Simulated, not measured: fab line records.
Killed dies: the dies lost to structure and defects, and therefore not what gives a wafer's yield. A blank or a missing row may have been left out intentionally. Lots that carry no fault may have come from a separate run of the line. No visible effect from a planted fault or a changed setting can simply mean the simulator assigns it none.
Which tool is to blame?	flow berkeley cmos170	18 wafers from 6 lots sampled at 2 of the route's 331 steps

## WHAT THE GAUGES READ, wafer by wafer
UCB170_GATE_CD_MEAS_12: the cd target is 350 nm.
lot	measured	on	cd nm (nm)
L189	day 6 01:44	cd sem-01	351.3 350.1 348.4
L190	day 6 17:27	cd sem-02	348.7 349.7 349.0
L193	day 7 01:37	cd sem-01	349.4 349.4 350.1
L196	day 7 20:14	cd sem-01	350.1 349.1 350.3
L197	day 7 20:44	cd sem-01	348.9 348.7 348.8
L201	day 9 10:35	cd sem-01	279.3 277.7 279.4

## TOOL THAT RAN EACH LOT (tool first, then ch and the chambers of the sampled wafers, then the start)
lot	UCB170_GATE_EXPOSE_09
L189	krf scanner-01 ch 0, day 6 01:17
L190	krf scanner-02 ch 0, day 6 16:54
L193	krf scanner-02 ch 0, day 7 01:14
L196	krf scanner-01 ch 0, day 7 19:50
L197	krf scanner-02 ch 0, day 7 20:14
L201	krf scanner-02 ch 0, day 9 10:12
- UCB170_GATE_EXPOSE_09: exposes mask POLY, target cd 350 nm.

## THE ANSWER, worked out from the rows above alone
Rule: usual is defined by the lots themselves. Put in order of their means at a reading, lots are off if they are a third of the lots or fewer, leave a main group of 4 or more, and stand apart from it by a gap of 3 or more times the standard deviation of the main group's means; of several such gaps the widest counts. The tables above print the reading to a certain number of digits; a main group whose means all agree to those digits is not used. A lot without any number at a reading at which 4 lots or more have one is off too. The other lots that the step has rows for count as sound.
Off at UCB170_GATE_CD_MEAS_12 (cd nm): L201. The main group has a mean of 349.5 nm with a standard deviation of 0.43.
If a tool, at a process step before that reading, ran all the lots that are off and no sound lot after the first of them, it fits. Those tools and the gauges at UCB170_GATE_CD_MEAS_12 are tried in the same way. 2 tools fit, krf scanner-02 at UCB170_GATE_EXPOSE_09 and cd sem-01 at UCB170_GATE_CD_MEAS_12, so this cannot tell which one it is.

## WHAT HAD BEEN PUT IN BY THE SIMULATOR
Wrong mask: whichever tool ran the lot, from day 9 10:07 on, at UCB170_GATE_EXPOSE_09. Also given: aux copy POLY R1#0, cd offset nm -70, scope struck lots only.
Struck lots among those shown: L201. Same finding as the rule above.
